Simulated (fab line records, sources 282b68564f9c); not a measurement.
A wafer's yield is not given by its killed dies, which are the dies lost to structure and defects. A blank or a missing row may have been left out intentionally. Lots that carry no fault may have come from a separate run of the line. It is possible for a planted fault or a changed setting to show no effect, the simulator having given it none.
fab line records + flow ritCmos
record:
- lots: 14
- wafers: 42
- lastDay: 7
route steps=202 shown ACTIVE@15 NLDD@108 PLDD@124 M1@202
lots that met no fault: from a run of the same line without faults
startH: start of the lot's first displayed wafer, in hours after the record's first day + waitH: hours elapsed since this lot's preceding step + " as in the row above + L1.1+2: one row covering several wafers at once + - no value present, or no start provided + * or withheld: withheld + < > ~ a bound
route shown NAME@n: a module of which the file shows steps, and the number in the route of the first + usual: mean and standard deviation over wafers with no fault + same: alike in all rows + chamber/n: place in a boat + sites: each site's reading + _std_site: the standard deviation of these + _edge_site: inner sites' mean taken away from outer sites' mean + radiusMm: for every site, how far away it sits from the centre of the wafer + mask NAME#n: copy n + behind: tool/chamber where the wafer was last shaped + hold: the reason the lot was held/the length of the hold in hours/how it ended + device: the transistor (n, p or np) that didn't switch + end of line: tests run on the same wafers once the route is complete + a step with no rows: only its recipe + killed: the dies lost at the first sort to structure and to defects; this is not the yield of the wafer + map: a wafer's dies, marking killed ones x, the rest . and places with no die _
set.NAME: setting as actually run; set.NAME@STEP: the setting as run at that earlier step + model.NAME: the simulator's own value behind a step, which no gauge read
the route's steps for a sample of lots (tables are steps, rows are wafers)
services: the hour from which a tool's chamber was out of use, counted from the record's first day as startH (under 0 if before that day), plus the number of hours and why
== steps ==
step: RIT_ACTIVE_STRIP_14
recipe:
- chemistry: O2
- timeS: 180
- resist: NOVOLAK
- platenTempC: withheld
- powerW: 500
- pressureMtorr: 4000
- o2FlowSccm: 4000
usual:
- drypumpMotorCurrentA: 5.6/0.51
- rfReflPowerW: 7.6/1.2
| lot.wafer | tool           | chamber | startH | waitH | drypumpMotorCurrentA | rfHoursCounterH | rfReflPowerW |
|-----------|----------------|---------|--------|-------|----------------------|-----------------|--------------|
| L251.2    | plasmaAsher-02 | 0       | 20.55  | 0.1   | 5.4                  | 39              | 7.2          |
| L251.5    | "              | 0       | "      | "     | 5.4                  | -               | 7.2          |
| L251.6    | "              | 1       | "      | "     | 5.2                  | -               | 7.2          |
| L252.2    | plasmaAsher-04 | 1       | 24.84  | 0.1   | 6.7                  | 36              | 9.5          |
| L252.5    | "              | 0       | "      | "     | 5.4                  | -               | 6.0          |
| L252.6    | "              | 1       | "      | "     | 6.6                  | -               | 9.2          |
| L254.3    | plasmaAsher-04 | 1       | 35.80  | 0.1   | 6.7                  | -               | 9.4          |
| L254.4    | "              | 0       | "      | "     | 5.4                  | -               | 5.9          |
| L254.5    | "              | 0       | "      | "     | 5.4                  | -               | 5.7          |
| L255.2    | plasmaAsher-03 | 0       | 40.27  | 0.1   | 5.3                  | 39              | 7.5          |
| L255.5    | "              | 1       | "      | "     | 5.5                  | -               | 8.5          |
| L255.6    | "              | 0       | "      | "     | 5.3                  | -               | 7.3          |
| L256.2    | plasmaAsher-04 | 1       | 46.83  | 0.1   | 6.7                  | 38              | 9.3          |
| L256.5    | "              | 0       | "      | "     | 5.4                  | -               | 6.1          |
| L256.6    | "              | 1       | "      | "     | 6.6                  | -               | 9.0          |
| L258.1    | plasmaAsher-02 | 0       | 56.54  | 0.1   | 5.4                  | 43              | 7.3          |
| L258.4    | "              | 1       | "      | "     | 5.1                  | -               | 6.5          |
| L258.6    | "              | 1       | "      | "     | 5.1                  | -               | 6.7          |
| L259.2    | plasmaAsher-02 | 1       | 61.41  | 0.1   | 5.1                  | 43              | 6.8          |
| L259.5    | "              | 1       | "      | "     | 5.1                  | -               | 6.8          |
| L259.6    | "              | 0       | "      | "     | 5.4                  | -               | 7.2          |
| L260.1    | plasmaAsher-04 | 1       | 65.04  | 0.1   | 6.6                  | 40              | 9.4          |
| L260.5    | "              | 1       | "      | "     | 6.6                  | -               | 9.0          |
| L260.6    | "              | 0       | "      | "     | 5.4                  | -               | 5.8          |
| L262.3    | plasmaAsher-03 | 0       | 75.24  | 0.1   | 5.3                  | -               | 7.5          |
| L262.4    | "              | 1       | "      | "     | 5.5                  | -               | 8.7          |
| L262.6    | "              | 0       | "      | "     | 5.3                  | -               | 7.6          |
| L268.1    | plasmaAsher-02 | 1       | 105.36 | 0.1   | 5.1                  | 46              | 6.8          |
| L268.2    | "              | 0       | "      | "     | 5.4                  | 46              | 7.1          |
| L268.6    | "              | 0       | "      | "     | 5.4                  | -               | 7.2          |
| L269.1    | plasmaAsher-02 | 1       | 109.90 | 0.1   | 5.1                  | 47              | 6.9          |
| L269.2    | "              | 0       | "      | "     | 5.4                  | 47              | 7.0          |
| L269.5    | "              | 0       | "      | "     | 5.4                  | -               | 7.2          |
| L270.1    | plasmaAsher-04 | 1       | 115.11 | 0.1   | 6.6                  | 46              | 9.2          |
| L270.2    | "              | 0       | "      | "     | 5.4                  | 46              | 6.0          |
| L270.4    | "              | 0       | "      | "     | 5.4                  | -               | 6.1          |
| L271.3    | plasmaAsher-04 | 0       | 121.70 | 0.1   | 5.4                  | -               | 5.9          |
| L271.4    | "              | 1       | "      | "     | 6.6                  | -               | 9.2          |
| L271.5    | "              | 0       | "      | "     | 5.4                  | -               | 6.0          |
| L273.3    | plasmaAsher-03 | 0       | 130.03 | 0.1   | 5.3                  | -               | 7.3          |
| L273.5    | "              | 0       | "      | "     | 5.3                  | -               | 7.5          |
| L273.6    | "              | 1       | "      | "     | 5.5                  | -               | 8.4          |
step: RIT_NLDD_DEVELOP_05
recipe:
- resist: NOVOLAK
- developTimeS: 50
- devTempC: 23
| lot.wafer  | tool          | chamber | startH | waitH |
|------------|---------------|---------|--------|-------|
| L251.2+5+6 | lithoTrack-01 | 0       | 50     | -     |
| L252.2+5+6 | lithoTrack-03 | 0       | 57     | -     |
| L254.3+4+5 | lithoTrack-03 | 0       | 67     | -     |
| L255.2+5+6 | lithoTrack-04 | 0       | 70     | -     |
| L256.2+5+6 | lithoTrack-03 | 0       | 78     | -     |
| L258.1+4+6 | lithoTrack-04 | 0       | 87     | -     |
| L259.2+5+6 | lithoTrack-01 | 0       | 88     | -     |
| L260.1+5+6 | lithoTrack-04 | 0       | 96     | -     |
| L262.3+4+6 | lithoTrack-01 | 0       | 107    | -     |
| L268.1+2+6 | lithoTrack-03 | 0       | 133    | -     |
| L269.1+2+5 | lithoTrack-01 | 0       | 142    | -     |
| L270.1+2+4 | lithoTrack-01 | 0       | 145    | -     |
| L271.3+4+5 | lithoTrack-03 | 0       | 148    | -     |
| L273.3+5+6 | lithoTrack-04 | 0       | 160    | -     |
step: RIT_NLDD_OVL_MEAS_06
usual:
- NLDD_OVL: -0.7/1.5
| lot.wafer | tool       | chamber | startH | waitH | NLDD_OVL[nm] |
|-----------|------------|---------|--------|-------|--------------|
| L251.2    | overlay-01 | -       | 50.35  | -     | -0.3         |
| L251.5    | "          | -       | "      | "     | -1.2         |
| L251.6    | "          | -       | "      | "     | 0.2          |
| L252.2    | overlay-01 | -       | 57.34  | -     | 2.6          |
| L252.5    | "          | -       | "      | "     | 0.0          |
| L252.6    | "          | -       | "      | "     | 2.3          |
| L254.3    | overlay-02 | -       | 67.42  | -     | 0.2          |
| L254.4    | "          | -       | "      | "     | 2.3          |
| L254.5    | "          | -       | "      | "     | -1.7         |
| L255.2    | overlay-01 | -       | 70.66  | -     | 0.3          |
| L255.5    | "          | -       | "      | "     | 1.0          |
| L255.6    | "          | -       | "      | "     | -0.6         |
| L256.2    | overlay-02 | -       | 78.12  | -     | -1.2         |
| L256.5    | "          | -       | "      | "     | -0.2         |
| L256.6    | "          | -       | "      | "     | -0.3         |
| L258.1    | overlay-02 | -       | 87.46  | -     | -0.6         |
| L258.4    | "          | -       | "      | "     | -3.0         |
| L258.6    | "          | -       | "      | "     | -0.7         |
| L259.2    | overlay-02 | -       | 88.53  | -     | -2.8         |
| L259.5    | "          | -       | "      | "     | -1.2         |
| L259.6    | "          | -       | "      | "     | -1.6         |
| L260.1    | overlay-02 | -       | 97.06  | -     | 1.9          |
| L260.5    | "          | -       | "      | "     | -0.1         |
| L260.6    | "          | -       | "      | "     | -1.5         |
| L262.3    | overlay-02 | -       | 107.42 | -     | -1.8         |
| L262.4    | "          | -       | "      | "     | -1.5         |
| L262.6    | "          | -       | "      | "     | -1.9         |
| L268.1    | overlay-02 | -       | 133.16 | -     | -1.7         |
| L268.2    | "          | -       | "      | "     | -0.1         |
| L268.6    | "          | -       | "      | "     | -0.7         |
| L269.1    | overlay-02 | -       | 142.55 | -     | 0.6          |
| L269.2    | "          | -       | "      | "     | -1.3         |
| L269.5    | "          | -       | "      | "     | -2.6         |
| L270.1    | overlay-02 | -       | 145.80 | -     | -2.5         |
| L270.2    | "          | -       | "      | "     | -1.0         |
| L270.4    | "          | -       | "      | "     | -3.1         |
| L271.3    | overlay-01 | -       | 148.24 | -     | 2.3          |
| L271.4    | "          | -       | "      | "     | -0.9         |
| L271.5    | "          | -       | "      | "     | -0.8         |
| L273.3    | overlay-01 | -       | 160.92 | -     | -1.0         |
| L273.5    | "          | -       | "      | "     | -0.9         |
| L273.6    | "          | -       | "      | "     | -1.7         |
step: RIT_NLDD_TW_MEAS_10
usual:
- NLDD_TW: 2472/31
| lot.wafer | tool         | chamber | startH | waitH | NLDD_TW |
|-----------|--------------|---------|--------|-------|---------|
| L251.2    | filmMetro-02 | -       | 50.86  | 0.1   | 2482    |
| L251.5    | "            | -       | "      | "     | 2468    |
| L251.6    | "            | -       | "      | "     | 2469    |
| L252.2    | filmMetro-02 | -       | 57.86  | 0.1   | 2474    |
| L252.5    | "            | -       | "      | "     | 2475    |
| L252.6    | "            | -       | "      | "     | 2465    |
| L254.3    | filmMetro-01 | -       | 67.94  | 0.1   | 2511    |
| L254.4    | "            | -       | "      | "     | 2502    |
| L254.5    | "            | -       | "      | "     | 2489    |
| L255.2    | filmMetro-01 | -       | 71.17  | 0.1   | 2507    |
| L255.5    | "            | -       | "      | "     | 2526    |
| L255.6    | "            | -       | "      | "     | 2513    |
| L256.2    | filmMetro-02 | -       | 78.63  | 0.1   | 2462    |
| L256.5    | "            | -       | "      | "     | 2462    |
| L256.6    | "            | -       | "      | "     | 2471    |
| L258.1    | filmMetro-01 | -       | 87.97  | 0.1   | 30      |
| L258.4    | "            | -       | "      | "     | 30      |
| L258.6    | "            | -       | "      | "     | 30      |
| L259.2    | filmMetro-02 | -       | 89.04  | 0.1   | 2472    |
| L259.5    | "            | -       | "      | "     | 2474    |
| L259.6    | "            | -       | "      | "     | 2484    |
| L260.1    | filmMetro-04 | -       | 97.57  | 0.1   | 29      |
| L260.5    | "            | -       | "      | "     | 29      |
| L260.6    | "            | -       | "      | "     | 29      |
| L262.3    | filmMetro-02 | -       | 107.94 | 0.1   | 2501    |
| L262.4    | "            | -       | "      | "     | 2487    |
| L262.6    | "            | -       | "      | "     | 2488    |
| L268.1    | filmMetro-01 | -       | 133.67 | 0.1   | 2481    |
| L268.2    | "            | -       | "      | "     | 2486    |
| L268.6    | "            | -       | "      | "     | 2475    |
| L269.1    | filmMetro-04 | -       | 143.06 | 0.1   | 2418    |
| L269.2    | "            | -       | "      | "     | 2409    |
| L269.5    | "            | -       | "      | "     | 2410    |
| L270.1    | filmMetro-04 | -       | 146.32 | 0.1   | 2435    |
| L270.2    | "            | -       | "      | "     | 2417    |
| L270.4    | "            | -       | "      | "     | 2421    |
| L271.3    | filmMetro-04 | -       | 148.76 | 0.1   | 2422    |
| L271.4    | "            | -       | "      | "     | 2417    |
| L271.5    | "            | -       | "      | "     | 2441    |
| L273.3    | filmMetro-01 | -       | 161.44 | 0.1   | 2482    |
| L273.5    | "            | -       | "      | "     | 2481    |
| L273.6    | "            | -       | "      | "     | 2493    |
step: RIT_PLDD_TW_MEAS_10
usual:
- PLDD_TW: 2349/28
| lot.wafer | tool         | chamber | startH | waitH | PLDD_TW |
|-----------|--------------|---------|--------|-------|---------|
| L251.2    | filmMetro-01 | -       | 52.41  | 0.1   | 2378    |
| L251.5    | "            | -       | "      | "     | 2390    |
| L251.6    | "            | -       | "      | "     | 2383    |
| L252.2    | filmMetro-02 | -       | 59.40  | 0.1   | 2336    |
| L252.5    | "            | -       | "      | "     | 2336    |
| L252.6    | "            | -       | "      | "     | 2339    |
| L254.3    | filmMetro-04 | -       | 69.36  | 0.1   | 2307    |
| L254.4    | "            | -       | "      | "     | 2322    |
| L254.5    | "            | -       | "      | "     | 2316    |
| L255.2    | filmMetro-01 | -       | 72.72  | 0.1   | 2374    |
| L255.5    | "            | -       | "      | "     | 2376    |
| L255.6    | "            | -       | "      | "     | 2367    |
| L256.2    | filmMetro-02 | -       | 80.18  | 0.1   | 2351    |
| L256.5    | "            | -       | "      | "     | 2346    |
| L256.6    | "            | -       | "      | "     | 2350    |
| L258.1    | filmMetro-02 | -       | 89.39  | 0.1   | 2352    |
| L258.4    | "            | -       | "      | "     | 2348    |
| L258.6    | "            | -       | "      | "     | 2347    |
| L259.2    | filmMetro-04 | -       | 90.59  | 0.1   | 2310    |
| L259.5    | "            | -       | "      | "     | 2311    |
| L259.6    | "            | -       | "      | "     | 2311    |
| L260.1    | filmMetro-01 | -       | 99.27  | 0.1   | 2377    |
| L260.5    | "            | -       | "      | "     | 2376    |
| L260.6    | "            | -       | "      | "     | 2382    |
| L262.3    | filmMetro-02 | -       | 109.49 | 0.1   | 2350    |
| L262.4    | "            | -       | "      | "     | 2350    |
| L262.6    | "            | -       | "      | "     | 2362    |
| L268.1    | filmMetro-04 | -       | 135.09 | 0.1   | 2281    |
| L268.2    | "            | -       | "      | "     | 2284    |
| L268.6    | "            | -       | "      | "     | 2293    |
| L269.1    | filmMetro-01 | -       | 144.61 | 0.1   | 2350    |
| L269.2    | "            | -       | "      | "     | 2357    |
| L269.5    | "            | -       | "      | "     | 2342    |
| L270.1    | filmMetro-01 | -       | 147.74 | 0.1   | 2357    |
| L270.2    | "            | -       | "      | "     | 2358    |
| L270.4    | "            | -       | "      | "     | 2361    |
| L271.3    | filmMetro-02 | -       | 150.31 | 0.1   | 2354    |
| L271.4    | "            | -       | "      | "     | 2362    |
| L271.5    | "            | -       | "      | "     | 2355    |
| L273.3    | filmMetro-01 | -       | 162.93 | 0.1   | 2353    |
| L273.5    | "            | -       | "      | "     | 2350    |
| L273.6    | "            | -       | "      | "     | 2351    |
step: RIT_M1_PROBE_99
usual:
- killed_at_M0_to_M3: 0.0/0.2
- killedAtContacts: 0.1/0.25
- killedAtFrontEnd: 6/3.1
- killedDies: 6/3.1
- killedOnRim: 1.6/1.4
- killedOpen: 2.9/2
- killedShort: 3.3/2
same:
- grossDies: 264
- killed_at_M4_up: 0
- killedAtBackSide: 0
- killedAtOther: 0
| lot.wafer | tool      | chamber | startH | waitH | killed_at_M0_to_M3 | killedAtContacts | killedAtFrontEnd | killedDies | killedOnRim | killedOpen | killedShort |
|-----------|-----------|---------|--------|-------|--------------------|------------------|------------------|------------|-------------|------------|-------------|
| L251.2    | prober-01 | -       | 65.92  | 0.1   | 0                  | 0                | 4                | 4          | 1           | 0          | 4           |
| L251.5    | prober-01 | -       | 66.07  | 0.2   | 0                  | 0                | 6                | 6          | 4           | 4          | 2           |
| L251.6    | prober-01 | -       | 66.12  | 0.2   | 0                  | 0                | 2                | 2          | 0           | 2          | 0           |
| L252.2    | prober-02 | -       | 73.27  | 0.1   | 0                  | 0                | 13               | 13         | 2           | 3          | 10          |
| L252.5    | prober-02 | -       | 73.42  | 0.2   | 0                  | 0                | 8                | 8          | 3           | 3          | 5           |
| L252.6    | prober-02 | -       | 73.47  | 0.2   | 0                  | 0                | 7                | 7          | 1           | 5          | 2           |
| L254.3    | prober-02 | -       | 82.75  | 0.2   | 0                  | 0                | 7                | 7          | 2           | 5          | 2           |
| L254.4    | prober-02 | -       | 82.80  | 0.2   | 0                  | 0                | 7                | 7          | 0           | 1          | 6           |
| L254.5    | prober-02 | -       | 82.85  | 0.2   | 0                  | 0                | 4                | 4          | 0           | 1          | 3           |
| L255.2    | prober-01 | -       | 86.08  | 0.1   | 1                  | 1                | 1                | 3          | 0           | 0          | 2           |
| L255.5    | prober-01 | -       | 86.23  | 0.2   | 0                  | 0                | 3                | 3          | 0           | 1          | 2           |
| L255.6    | prober-01 | -       | 86.28  | 0.2   | 0                  | 0                | 5                | 5          | 1           | 1          | 3           |
| L256.2    | prober-02 | -       | 95.58  | 0.1   | 0                  | 0                | 5                | 5          | 2           | 4          | 1           |
| L256.5    | prober-02 | -       | 95.73  | 0.2   | 0                  | 0                | 4                | 4          | 1           | 2          | 2           |
| L256.6    | prober-02 | -       | 95.78  | 0.2   | 0                  | 0                | 4                | 4          | 0           | 3          | 1           |
| L258.1    | prober-02 | -       | 103.96 | 0.1   | 0                  | 0                | 264              | 264        | 70          | 2          | 4           |
| L258.4    | prober-02 | -       | 104.11 | 0.2   | 0                  | 0                | 264              | 264        | 70          | 2          | 2           |
| L258.6    | prober-02 | -       | 104.21 | 0.2   | 0                  | 0                | 264              | 264        | 70          | 5          | 4           |
| L259.2    | prober-01 | -       | 105.51 | 0.1   | 0                  | 0                | 2                | 2          | 2           | 2          | 0           |
| L259.5    | prober-01 | -       | 105.66 | 0.2   | 0                  | 0                | 0                | 0          | 0           | 0          | 0           |
| L259.6    | prober-01 | -       | 105.71 | 0.2   | 0                  | 0                | 17               | 17         | 6           | 10         | 7           |
| L260.1    | prober-02 | -       | 112.59 | 0.1   | 0                  | 0                | 264              | 264        | 70          | 0          | 1           |
| L260.5    | prober-02 | -       | 112.79 | 0.2   | 0                  | 0                | 264              | 264        | 70          | 3          | 4           |
| L260.6    | prober-02 | -       | 112.84 | 0.2   | 0                  | 0                | 264              | 264        | 70          | 0          | 4           |
| L262.3    | prober-02 | -       | 122.83 | 0.2   | 0                  | 0                | 5                | 5          | 1           | 3          | 2           |
| L262.4    | prober-02 | -       | 122.88 | 0.2   | 0                  | 0                | 9                | 9          | 5           | 2          | 7           |
| L262.6    | prober-02 | -       | 122.98 | 0.2   | 0                  | 0                | 11               | 11         | 3           | 7          | 4           |
| L268.1    | prober-02 | -       | 148.38 | 0.1   | 0                  | 0                | 5                | 5          | 1           | 3          | 2           |
| L268.2    | prober-02 | -       | 148.43 | 0.1   | 0                  | 0                | 4                | 4          | 0           | 3          | 1           |
| L268.6    | prober-02 | -       | 148.63 | 0.2   | 0                  | 0                | 9                | 9          | 3           | 3          | 6           |
| L269.1    | prober-01 | -       | 158.35 | 0.1   | 0                  | 0                | 5                | 5          | 0           | 0          | 5           |
| L269.2    | prober-01 | -       | 158.40 | 0.1   | 0                  | 0                | 7                | 7          | 3           | 4          | 3           |
| L269.5    | prober-01 | -       | 158.55 | 0.2   | 0                  | 0                | 8                | 8          | 1           | 3          | 5           |
| L270.1    | prober-02 | -       | 161.77 | 0.1   | 0                  | 0                | 7                | 7          | 1           | 1          | 6           |
| L270.2    | prober-02 | -       | 161.82 | 0.1   | 0                  | 0                | 4                | 4          | 2           | 2          | 2           |
| L270.4    | prober-02 | -       | 161.92 | 0.2   | 0                  | 0                | 6                | 6          | 2           | 3          | 3           |
| L271.3    | prober-01 | -       | 163.94 | 0.2   | 0                  | 0                | 11               | 11         | 3           | 6          | 5           |
| L271.4    | prober-01 | -       | 163.99 | 0.2   | 0                  | 0                | 8                | 8          | 2           | 2          | 6           |
| L271.5    | prober-01 | -       | 164.04 | 0.2   | 0                  | 0                | 9                | 9          | 3           | 5          | 4           |
| L273.3    | prober-01 | -       | 176.23 | 0.2   | 0                  | 0                | 4                | 4          | 2           | 2          | 2           |
| L273.5    | prober-01 | -       | 176.33 | 0.2   | 0                  | 0                | 5                | 5          | 2           | 1          | 4           |
| L273.6    | prober-01 | -       | 176.38 | 0.2   | 0                  | 0                | 5                | 5          | 2           | 1          | 4           |
killed by level:class
L251.2 GATE:geometricParticle:short=2 FOX2:geometricParticle:short=1 SPACER:geometricParticle:short=1
L251.5 GATE:geometricParticle:open=2 GATE:geometricParticle:short=1 REOX:geometricParticle:short=1 SPACER:geometricParticle:open=1 SILICIDE:geometricParticle:open=1
L251.6 REOX:geometricParticle:open=1 SPACER:geometricParticle:open=1
L252.2 GATE:geometricParticle:short=4 SILICIDE:geometricParticle:short=3 FOX2:geometricParticle:short=2 GATE:geometricParticle:open=2 REOX:geometricParticle:short=1 SPACER:geometricParticle:open=1
L252.5 FOX2:geometricParticle:short=3 FOX2:geometricParticle:open=2 GATE:geometricParticle:short=1 GATE:geometricParticle:open=1 SPACER:geometricParticle:short=1
L252.6 GATE:geometricParticle:open=3 FOX2:geometricParticle:open=2 SPACER:geometricParticle:short=1 SILICIDE:geometricParticle:short=1
L254.3 GATE:geometricParticle:open=2 FOX2:geometricParticle:short=1 FOX2:geometricParticle:open=1 GATE:geometricParticle:short=1 REOX:geometricParticle:open=1 SPACER:geometricParticle:open=1
L254.4 FOX1:geometricParticle:short=3 FOX1:geometricParticle:open=1 GATE:geometricParticle:short=1 SPACER:geometricParticle:short=1 SILICIDE:geometricParticle:short=1
L254.5 SILICIDE:geometricParticle:short=2 FOX1:geometricParticle:short=1 SILICIDE:geometricParticle:open=1
L255.2 FOX2:geometricParticle:short=1 CONTACT:geometricParticle:short=1 M1:coatMicrobubblePrinted=1
L255.5 FOX2:geometricParticle:short=1 FOX2:geometricParticle:open=1 GATE:geometricParticle:short=1
L255.6 GATE:geometricParticle:short=3 SILICIDE:geometricParticle:open=1 PSD:coatMicrobubblePrinted=1
L256.2 FOX1:geometricParticle:open=2 GATE:geometricParticle:open=2 FOX1:geometricParticle:short=1
L256.5 SILICIDE:geometricParticle:open=2 FOX1:geometricParticle:short=1 GATE:geometricParticle:short=1
L256.6 GATE:geometricParticle:open=2 SILICIDE:geometricParticle:short=1 SILICIDE:geometricParticle:open=1
L258.1 NLDD:areaDevelop=258 SPACER:geometricParticle:short=3 GATE:geometricParticle:open=1 GATE:geometricParticle:short=1 SPACER:geometricParticle:open=1
L258.4 NLDD:areaDevelop=260 FOX1:geometricParticle:short=1 FOX2:geometricParticle:open=1 REOX:geometricParticle:short=1 SILICIDE:geometricParticle:open=1
L258.6 NLDD:areaDevelop=255 FOX2:geometricParticle:open=2 REOX:geometricParticle:open=2 FOX1:geometricParticle:short=1 FOX2:geometricParticle:short=1 REOX:geometricParticle:short=1 SPACER:geometricParticle:open=1 SILICIDE:geometricParticle:short=1
L259.2 GATE:geometricParticle:open=1 SPACER:geometricParticle:open=1
L259.6 REOX:geometricParticle:short=3 REOX:geometricParticle:open=3 SPACER:geometricParticle:open=3 FOX2:geometricParticle:open=2 SPACER:geometricParticle:short=2 FOX1:geometricParticle:open=1 GATE:geometricParticle:open=1 GATE:geometricParticle:short=1
L260.1 NLDD:areaDevelop=263 REOX:geometricParticle:short=1
L260.5 NLDD:areaDevelop=257 GATE:geometricParticle:short=2 SILICIDE:geometricParticle:short=2 GATE:geometricParticle:open=1 SPACER:geometricParticle:open=1 SILICIDE:geometricParticle:open=1
L260.6 NLDD:areaDevelop=260 FOX1:geometricParticle:short=2 FOX2:geometricParticle:short=1 REOX:geometricParticle:short=1
L262.3 SILICIDE:geometricParticle:short=2 FOX2:geometricParticle:open=1 GATE:geometricParticle:open=1 SILICIDE:geometricParticle:open=1
L262.4 GATE:geometricParticle:short=7 GATE:geometricParticle:open=2
L262.6 FOX2:geometricParticle:short=3 REOX:geometricParticle:open=2 SILICIDE:geometricParticle:open=2 FOX1:geometricParticle:open=1 FOX2:geometricParticle:open=1 SPACER:geometricParticle:open=1 SILICIDE:geometricParticle:short=1
L268.1 GATE:geometricParticle:open=2 FOX2:geometricParticle:short=1 SILICIDE:geometricParticle:open=1 SILICIDE:geometricParticle:short=1
L268.2 FOX1:geometricParticle:short=1 GATE:geometricParticle:open=1 REOX:geometricParticle:open=1 SPACER:geometricParticle:open=1
L268.6 FOX1:geometricParticle:open=2 GATE:geometricParticle:short=2 SPACER:geometricParticle:short=2 FOX2:geometricParticle:short=1 GATE:geometricParticle:open=1 REOX:geometricParticle:short=1
L269.1 GATE:geometricParticle:short=2 REOX:geometricParticle:short=2 FOX2:geometricParticle:short=1
L269.2 FOX1:geometricParticle:open=1 GATE:geometricParticle:short=1 GATE:geometricParticle:open=1 REOX:geometricParticle:open=1 SPACER:geometricParticle:short=1 SILICIDE:geometricParticle:short=1 SILICIDE:geometricParticle:open=1
L269.5 FOX1:geometricParticle:short=2 FOX2:geometricParticle:short=1 GATE:geometricParticle:open=1 GATE:geometricParticle:short=1 REOX:geometricParticle:short=1 SPACER:geometricParticle:open=1 SILICIDE:geometricParticle:open=1
L270.1 SPACER:geometricParticle:short=3 GATE:geometricParticle:short=2 GATE:geometricParticle:open=1 REOX:geometricParticle:short=1
L270.2 GATE:geometricParticle:open=1 GATE:geometricParticle:short=1 REOX:geometricParticle:open=1 SPACER:geometricParticle:short=1
L270.4 SPACER:geometricParticle:open=3 FOX1:geometricParticle:short=1 SPACER:geometricParticle:short=1 SILICIDE:geometricParticle:short=1
L271.3 FOX2:geometricParticle:short=2 FOX2:geometricParticle:open=2 GATE:geometricParticle:open=2 SILICIDE:geometricParticle:short=2 FOX1:geometricParticle:open=1 GATE:geometricParticle:short=1 REOX:geometricParticle:open=1
L271.4 FOX1:geometricParticle:short=3 GATE:geometricParticle:short=1 REOX:geometricParticle:open=1 REOX:geometricParticle:short=1 SILICIDE:geometricParticle:short=1 SILICIDE:geometricParticle:open=1
L271.5 REOX:geometricParticle:open=3 GATE:geometricParticle:short=2 REOX:geometricParticle:short=2 FOX1:geometricParticle:open=1 GATE:geometricParticle:open=1
L273.3 SPACER:geometricParticle:short=2 FOX1:geometricParticle:open=1 SPACER:geometricParticle:open=1
L273.5 GATE:geometricParticle:short=2 FOX1:geometricParticle:short=1 SILICIDE:geometricParticle:short=1 SILICIDE:geometricParticle:open=1
L273.6 GATE:geometricParticle:short=2 FOX1:geometricParticle:short=1 REOX:geometricParticle:open=1 SPACER:geometricParticle:short=1
== services ==
| tool           | chamber | startH | hours | kind      |
|----------------|---------|--------|-------|-----------|
| plasmaAsher-04 | -       | 21.83  | 2.8   | pm        |
| plasmaAsher-02 | -       | 71.80  | 14.6  | pm        |
| plasmaAsher-03 | -       | 88.64  | 1.2   | repair    |
| plasmaAsher-03 | -       | 108.75 | 9.0   | pm        |
| plasmaAsher-03 | 0       | 108.75 | 9.0   | ventCycle |
| plasmaAsher-03 | 1       | 108.75 | 9.0   | ventCycle |
| plasmaAsher-03 | 0       | 117.75 | -     | clean     |
| plasmaAsher-03 | 1       | 117.75 | -     | clean     |
== key ==
firstSign:
- step: RIT_NLDD_TW_MEAS_10
- reading: NLDD_TW
- direction: down
- sigmas: 79
- usual: 2472
- struck: 30
effect:
- step: RIT_M1_PROBE_99
- reading: killedDies
- direction: up
- sigmas: 84
- usual: 6
- struck: 264
moreKillsBornAt:
- RIT_NLDD_DEVELOP_05@lithoTrack-04: 1553
metAt RIT_NLDD_DEVELOP_05
struckLots L258,L260
testerLeftOut L258,L260
notActingAt RIT_ACTIVE_STRIP_14,RIT_NLDD_OVL_MEAS_06,RIT_PLDD_TW_MEAS_10
onsetBetween 70 87
fault:
- kind: processParameterDrift
- tool: lithoTrack-04
- chamber: -
- onsetH: 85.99
- steps: RIT_NLDD_DEVELOP_05
- channel: developTimeS
- offset: *
- shape: step
- endH: 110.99
- actsIn: *
- stated: *
testerLeftOut: of these lots the tester's yield and bins aren't shown, on N5 and GAA mostly nor the transistor test; their killed dies are dies lost to structure and defects alone, not to doping, threshold or leakage, so they don't give the yield
